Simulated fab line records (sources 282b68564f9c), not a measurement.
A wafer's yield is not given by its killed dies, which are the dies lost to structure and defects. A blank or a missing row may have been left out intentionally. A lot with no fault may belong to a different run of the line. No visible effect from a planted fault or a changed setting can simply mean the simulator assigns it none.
fab line records -- flow rit-cmos
[record] lots = 14, wafers = 42, last-day = 7
route steps=202 shown NWELL@34 PWELL@49 NRETRO@62 REOX@101 M1@202
lots untouched by any fault: they come from a run of this same line in which no faults occurred
start-h: the number of hours between the record's first day and the start of the first shown wafer of the lot -- wait-h: hours from the lot's prior step to this one -- " identical to the entry in the row above -- L1.1+2: one row covering several wafers at once -- - value missing, or start not given -- * or withheld: withheld -- < > ~ a bound
route shown NAME@n: a module of which the file shows steps, and the number in the route of the first -- usual: average and standard deviation across the fault-free wafers -- same: alike in all rows -- chamber/n: place in a boat -- sites: each site's reading -- _std_site: standard deviation across them -- _edge_site: inner sites' mean taken away from outer sites' mean -- radius-mm: how far each site lies from the wafer's centre -- mask NAME#n: copy n -- behind: the last tool/chamber to shape the wafer -- hold: why the lot went on hold/how many hours it stayed there/how the hold came to an end -- device: names the non-switching transistor (n, p or np) -- end of line: the tests these same wafers got at the end of their route -- step lacking rows: just its recipe -- killed: the dies lost at the first sort to structure and to defects; this is not the yield of the wafer -- map: shows each die of a wafer: x if killed, . if not, _ if none is there
set.NAME: the setting as run; set.NAME@STEP: as run at that earlier step -- model.NAME: the simulator's own value behind a step, which no gauge read
route steps across a sampled set of lots; one table per step, one row per wafer
services: the hour from which a tool's chamber was out of use, counted from the record's first day as start-h (under 0 if before that day), plus the number of hours and why
[[steps]]
[step RIT_NWELL_OVL_MEAS_06]
[usual] NWELL_OVL = 0.2/1.4
lot.wafer,tool,chamber,start-h,wait-h,NWELL_OVL[nm]
L572.1,overlay-02,-,25.30,-,1.3
L572.4,overlay-02,-,25.30,-,1.8
L572.5,overlay-02,-,25.30,-,2.8
L574.2,overlay-02,-,31.59,-,1.0
L574.3,overlay-02,-,31.59,-,-0.6
L574.6,overlay-02,-,31.59,-,-0.8
L575.1,overlay-01,-,38.09,-,0.3
L575.5,overlay-01,-,38.09,-,-1.8
L575.6,overlay-01,-,38.09,-,-0.9
L576.2,overlay-02,-,42.15,-,-1.5
L576.4,overlay-02,-,42.15,-,0.2
L576.6,overlay-02,-,42.15,-,0.1
L577.2,overlay-02,-,46.87,-,1.5
L577.3,overlay-02,-,46.87,-,0.8
L577.5,overlay-02,-,46.87,-,2.8
L578.2,overlay-01,-,51.86,-,1.0
L578.3,overlay-01,-,51.86,-,0.8
L578.6,overlay-01,-,51.86,-,1.1
L580.1,overlay-02,-,61.48,-,1.0
L580.2,overlay-02,-,61.48,-,0.9
L580.3,overlay-02,-,61.48,-,-0.8
L582.4,overlay-01,-,71.82,-,2.6
L582.5,overlay-01,-,71.82,-,0.5
L582.6,overlay-01,-,71.82,-,-0.6
L589.2,overlay-01,-,110.95,-,-1.3
L589.5,overlay-01,-,110.95,-,0.0
L589.6,overlay-01,-,110.95,-,-1.5
L590.1,overlay-01,-,112.98,-,-1.5
L590.3,overlay-01,-,112.98,-,-0.9
L590.4,overlay-01,-,112.98,-,-1.6
L592.1,overlay-01,-,125.76,-,0.4
L592.3,overlay-01,-,125.76,-,0.4
L592.5,overlay-01,-,125.76,-,-0.1
L593.1,overlay-02,-,129.69,-,0.0
L593.4,overlay-02,-,129.69,-,0.0
L593.5,overlay-02,-,129.69,-,0.1
L594.4,overlay-02,-,132.01,-,3.4
L594.5,overlay-02,-,132.01,-,1.3
L594.6,overlay-02,-,132.01,-,-0.3
L595.2,overlay-02,-,136.93,-,0.3
L595.4,overlay-02,-,136.93,-,0.8
L595.6,overlay-02,-,136.93,-,0.6
[step RIT_PWELL_TW_MEAS_10]
[usual] PWELL_TW = 946/5.4
lot.wafer,tool,chamber,start-h,wait-h,PWELL_TW
L572.1,film-metro-04,-,27.73,0.1,951
L572.4,film-metro-04,-,27.73,0.1,950
L572.5,film-metro-04,-,27.73,0.1,949
L574.2,film-metro-01,-,33.88,0.1,938
L574.3,film-metro-01,-,33.88,0.1,943
L574.6,film-metro-01,-,33.88,0.1,941
L575.1,film-metro-04,-,40.55,0.1,946
L575.5,film-metro-04,-,40.55,0.1,946
L575.6,film-metro-04,-,40.55,0.1,948
L576.2,film-metro-03,-,44.44,0.1,946
L576.4,film-metro-03,-,44.44,0.1,943
L576.6,film-metro-03,-,44.44,0.1,942
L577.2,film-metro-04,-,49.21,0.1,958
L577.3,film-metro-04,-,49.21,0.1,951
L577.5,film-metro-04,-,49.21,0.1,946
L578.2,film-metro-03,-,54.15,0.1,936
L578.3,film-metro-03,-,54.15,0.1,941
L578.6,film-metro-03,-,54.15,0.1,938
L580.1,film-metro-03,-,63.65,0.1,948
L580.2,film-metro-03,-,63.65,0.1,949
L580.3,film-metro-03,-,63.65,0.1,948
L582.4,film-metro-03,-,74.22,0.1,948
L582.5,film-metro-03,-,74.22,0.1,949
L582.6,film-metro-03,-,74.22,0.1,945
L589.2,film-metro-01,-,113.12,0.1,944
L589.5,film-metro-01,-,113.12,0.1,945
L589.6,film-metro-01,-,113.12,0.1,948
L590.1,film-metro-01,-,115.14,0.1,940
L590.3,film-metro-01,-,115.14,0.1,942
L590.4,film-metro-01,-,115.14,0.1,944
L592.1,film-metro-01,-,128.16,0.1,947
L592.3,film-metro-01,-,128.16,0.1,946
L592.5,film-metro-01,-,128.16,0.1,944
L593.1,film-metro-01,-,131.98,0.1,942
L593.4,film-metro-01,-,131.98,0.1,938
L593.5,film-metro-01,-,131.98,0.1,942
L594.4,film-metro-01,-,134.30,0.1,945
L594.5,film-metro-01,-,134.30,0.1,942
L594.6,film-metro-01,-,134.30,0.1,939
L595.2,film-metro-01,-,139.22,0.1,944
L595.4,film-metro-01,-,139.22,0.1,941
L595.6,film-metro-01,-,139.22,0.1,943
[step RIT_NRETRO_STRIP_09]
[recipe] chemistry = O2, time-s = 180, resist = NOVOLAK, platen-temp-c = withheld, power-w = 500, pressure-mtorr = 4000, o2-flow-sccm = 4000
[usual] drypump-motor-current-A = 5.48/0.18
lot.wafer,tool,chamber,start-h,wait-h,drypump-motor-current-A,rf-hours-counter-h
L572.1,plasma-asher-02,1,34.91,0.1,5.51,38
L572.4,plasma-asher-02,1,34.91,0.1,5.53,-
L572.5,plasma-asher-02,0,34.91,0.1,5.46,-
L574.2,plasma-asher-01,0,40.94,0.1,5.68,24
L574.3,plasma-asher-01,0,40.94,0.1,5.67,-
L574.6,plasma-asher-01,1,40.94,0.1,5.12,-
L575.1,plasma-asher-03,1,47.25,0.1,5.57,41
L575.5,plasma-asher-03,0,47.25,0.1,5.64,-
L575.6,plasma-asher-03,1,47.25,0.1,5.56,-
L576.2,plasma-asher-01,1,51.87,0.1,5.13,25
L576.4,plasma-asher-01,1,51.87,0.1,5.13,-
L576.6,plasma-asher-01,0,51.87,0.1,5.68,-
L577.2,plasma-asher-01,0,56.94,0.1,5.65,26
L577.3,plasma-asher-01,1,56.94,0.1,5.13,-
L577.5,plasma-asher-01,1,56.94,0.1,5.10,-
L578.2,plasma-asher-02,1,61.99,0.1,5.47,41
L578.3,plasma-asher-02,1,61.99,0.1,5.51,-
L578.6,plasma-asher-02,0,61.99,0.1,5.49,-
L580.1,plasma-asher-01,1,70.35,0.1,5.12,27
L580.2,plasma-asher-01,0,70.35,0.1,5.67,27
L580.3,plasma-asher-01,0,70.35,0.1,5.65,-
L582.4,plasma-asher-01,1,83.70,0.1,5.11,-
L582.5,plasma-asher-01,1,83.70,0.1,5.14,-
L582.6,plasma-asher-01,0,83.70,0.1,5.68,-
L589.2,plasma-asher-03,1,119.81,0.1,5.57,0
L589.5,plasma-asher-03,0,119.81,0.1,5.64,-
L589.6,plasma-asher-03,1,119.81,0.1,5.58,-
L590.1,plasma-asher-03,1,124.36,0.1,5.57,1
L590.3,plasma-asher-03,0,124.36,0.1,5.65,-
L590.4,plasma-asher-03,1,124.36,0.1,5.60,-
L592.1,plasma-asher-03,0,135.44,0.1,5.64,2
L592.3,plasma-asher-03,1,135.44,0.1,5.56,-
L592.5,plasma-asher-03,1,135.44,0.1,5.54,-
L593.1,plasma-asher-02,1,139.82,0.1,5.50,49
L593.4,plasma-asher-02,0,139.82,0.1,5.47,-
L593.5,plasma-asher-02,0,139.82,0.1,5.44,-
L594.4,plasma-asher-03,1,141.71,0.1,5.58,-
L594.5,plasma-asher-03,1,141.71,0.1,5.59,-
L594.6,plasma-asher-03,0,141.71,0.1,5.66,-
L595.2,plasma-asher-01,0,146.88,0.1,5.67,36
L595.4,plasma-asher-01,1,146.88,0.1,5.12,-
L595.6,plasma-asher-01,1,146.88,0.1,5.12,-
[step RIT_REOX_OXIDATION_03]
[recipe] temp-c = 900, ambient = O2, target-thk-a = 252, ox-time-s = 5580
[usual] spike-tc-centre-C = 902.5/1.6
lot.wafer,tool,chamber,start-h,wait-h,spike-tc-centre-C
L572.1,furnace-04,0,44.49,0.8,900.7
L572.4,furnace-04,0,44.49,0.8,902.3
L572.5,furnace-04,0,44.49,0.8,902.6
L574.2,furnace-04,0,49.84,0.9,902.1
L574.3,furnace-04,0,49.84,0.9,901.4
L574.6,furnace-04,0,49.84,0.9,902.7
L575.1,furnace-03,0,58.40,0.0,903.6
L575.5,furnace-03,0,58.40,0.0,902.4
L575.6,furnace-03,0,58.40,0.0,904.0
L576.2,furnace-04,0,60.53,0.8,901.3
L576.4,furnace-04,0,60.53,0.8,901.9
L576.6,furnace-04,0,60.53,0.8,901.7
L577.2,furnace-04,0,67.40,0.6,900.8
L577.3,furnace-04,0,67.40,0.6,900.9
L577.5,furnace-04,0,67.40,0.6,901.2
L578.2,furnace-03,0,70.62,0.0,902.9
L578.3,furnace-03,0,70.62,0.0,905.1
L578.6,furnace-03,0,70.62,0.0,905.8
L580.1,furnace-04,0,84.65,0.0,915.3
L580.2,furnace-04,0,84.65,0.0,914.5
L580.3,furnace-04,0,84.65,0.0,914.3
L582.4,furnace-04,0,93.71,0.0,911.4
L582.5,furnace-04,0,93.71,0.0,914.5
L582.6,furnace-04,0,93.71,0.0,912.3
L589.2,furnace-01,0,129.13,0.1,900.3
L589.5,furnace-01,0,129.13,0.1,902.4
L589.6,furnace-01,0,129.13,0.1,900.0
L590.1,furnace-01,0,133.24,0.3,901.8
L590.3,furnace-01,0,133.24,0.3,899.9
L590.4,furnace-01,0,133.24,0.3,902.3
L592.1,furnace-03,0,145.41,0.0,903.9
L592.3,furnace-03,0,145.41,0.0,903.5
L592.5,furnace-03,0,145.41,0.0,902.8
L593.1,furnace-03,0,147.96,0.0,903.8
L593.4,furnace-03,0,147.96,0.0,903.5
L593.5,furnace-03,0,147.96,0.0,904.4
L594.4,furnace-01,0,150.80,0.8,899.6
L594.5,furnace-01,0,150.80,0.8,900.6
L594.6,furnace-01,0,150.80,0.8,900.3
L595.2,furnace-04,0,159.01,0.4,901.7
L595.4,furnace-04,0,159.01,0.4,902.1
L595.6,furnace-04,0,159.01,0.4,902.5
[step RIT_M1_PROBE_99]
[usual] killed-at-contacts = 0.1/0.23, killed-at-front-end = 6.7/2.7, killed-dies = 6.7/2.7, killed-open = 3.2/1.8, killed-short = 3.5/1.9
[same] gross-dies = 264, killed_at_M0_to_M3 = 0, killed_at_M4_up = 0, killed-at-back-side = 0, killed-at-other = 0
lot.wafer,tool,chamber,start-h,wait-h,killed-at-contacts,killed-at-front-end,killed-dies,killed-open,killed-short
L580.1,prober-01,-,104.67,0.1,0,7,7,3,4
L580.2,prober-01,-,104.72,0.1,0,7,7,1,6
L580.3,prober-01,-,104.77,0.2,0,5,5,4,1
L582.4,prober-02,-,112.90,0.2,0,8,8,5,3
L582.5,prober-02,-,112.95,0.2,0,5,5,2,3
L582.6,prober-02,-,113.00,0.2,0,6,6,2,4
L592.1,prober-02,-,166.14,0.1,0,5,5,1,4
L592.3,prober-02,-,166.24,0.2,0,3,3,0,3
L592.5,prober-02,-,166.34,0.2,0,7,7,5,2
L594.4,prober-02,-,171.22,0.2,0,11,11,5,6
L594.5,prober-02,-,171.27,0.2,0,8,8,7,1
L594.6,prober-02,-,171.32,0.2,0,6,6,3,3
L595.2,prober-01,-,179.27,0.1,1,16,17,5,11
L595.4,prober-01,-,179.37,0.2,0,9,9,4,4
L595.6,prober-01,-,179.47,0.2,0,10,10,6,4
// killed by level:class
L580.1 FOX1:geometric-particle:short=1 GATE:geometric-particle:short=1 GATE:geometric-particle:open=1 REOX:geometric-particle:open=1 SPACER:geometric-particle:short=1 SILICIDE:geometric-particle:short=1 SILICIDE:geometric-particle:open=1
L580.2 FOX1:geometric-particle:short=2 SILICIDE:geometric-particle:short=2 GATE:geometric-particle:short=1 REOX:geometric-particle:short=1 SILICIDE:geometric-particle:open=1
L580.3 SPACER:geometric-particle:open=2 FOX1:geometric-particle:open=1 GATE:geometric-particle:short=1 SILICIDE:geometric-particle:open=1
L582.4 GATE:geometric-particle:short=2 GATE:geometric-particle:open=2 SILICIDE:geometric-particle:open=2 FOX1:geometric-particle:short=1 SPACER:geometric-particle:open=1
L582.5 GATE:geometric-particle:short=2 SPACER:geometric-particle:open=2 FOX1:geometric-particle:short=1
L582.6 SPACER:geometric-particle:short=2 FOX2:geometric-particle:short=1 GATE:geometric-particle:open=1 SILICIDE:geometric-particle:open=1 SILICIDE:geometric-particle:short=1
L592.1 FOX1:geometric-particle:short=1 GATE:geometric-particle:short=1 GATE:geometric-particle:open=1 REOX:geometric-particle:short=1 SPACER:geometric-particle:short=1
L592.3 GATE:geometric-particle:short=1 SPACER:geometric-particle:short=1 SILICIDE:geometric-particle:short=1
L592.5 GATE:geometric-particle:open=4 FOX1:geometric-particle:open=1 GATE:geometric-particle:short=1 SPACER:geometric-particle:short=1
L594.4 GATE:geometric-particle:short=5 FOX1:geometric-particle:open=2 FOX1:geometric-particle:short=1 FOX2:geometric-particle:open=1 GATE:geometric-particle:open=1 REOX:geometric-particle:open=1
L594.5 GATE:geometric-particle:open=5 GATE:geometric-particle:short=1 REOX:geometric-particle:open=1 SILICIDE:geometric-particle:open=1
L594.6 SILICIDE:geometric-particle:open=2 FOX1:geometric-particle:short=1 FOX1:geometric-particle:open=1 FOX2:geometric-particle:short=1 SPACER:geometric-particle:short=1
L595.2 SPACER:geometric-particle:open=4 GATE:geometric-particle:short=3 SPACER:geometric-particle:short=3 FOX1:geometric-particle:short=2 GATE:geometric-particle:open=1 REOX:geometric-particle:short=1 SILICIDE:geometric-particle:short=1 CONTACT:geometric-particle:short=1
L595.4 SPACER:geometric-particle:open=2 FOX1:geometric-particle:open=1 GATE:geometric-particle:open=1 GATE:geometric-particle:short=1 REOX:geometric-particle:short=1 SPACER:geometric-particle:short=1 SILICIDE:geometric-particle:short=1 NSD:coat-microbubble-printed=1
L595.6 SPACER:geometric-particle:open=3 REOX:geometric-particle:short=2 FOX1:geometric-particle:short=1 FOX2:geometric-particle:open=1 REOX:geometric-particle:open=1 SILICIDE:geometric-particle:short=1 SILICIDE:geometric-particle:open=1
[[services]]
tool,chamber,start-h,hours,kind
furnace-04,-,14.94,3.1,pm
furnace-04,-,17.99,3.9,pm
plasma-asher-03,-,108.84,9.0,pm
plasma-asher-03,0,108.84,9.0,vent-cycle
plasma-asher-03,1,108.84,9.0,vent-cycle
plasma-asher-03,0,117.84,-,clean
plasma-asher-03,1,117.84,-,clean
furnace-03,-,125.49,3.2,pm
furnace-01,-,157.77,2.6,pm
[[key]]
[first-sign] step = RIT_REOX_OXIDATION_03, reading = spike-tc-centre-C, direction = up, sigmas = 7, usual = 902.5, struck = 913.7
effect none on later readings
met-at RIT_REOX_OXIDATION_03
struck-lots L580,L582
tester-left-out L580,L582
not-acting-at RIT_NWELL_OVL_MEAS_06,RIT_PWELL_TW_MEAS_10,RIT_NRETRO_STRIP_09
onset-between 67.40 84.65
[fault] kind = process-parameter-drift, tool = furnace-04, chamber = -, onset-h = 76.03, steps = RIT_REOX_OXIDATION_03, channel = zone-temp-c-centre, offset = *, shape = step, end-h = 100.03
// tester-left-out: of these lots the tester's yield and bins aren't shown, on N5 and GAA mostly nor the transistor test; their killed dies are dies lost to structure and defects alone, not to doping, threshold or leakage, so they don't give the yield
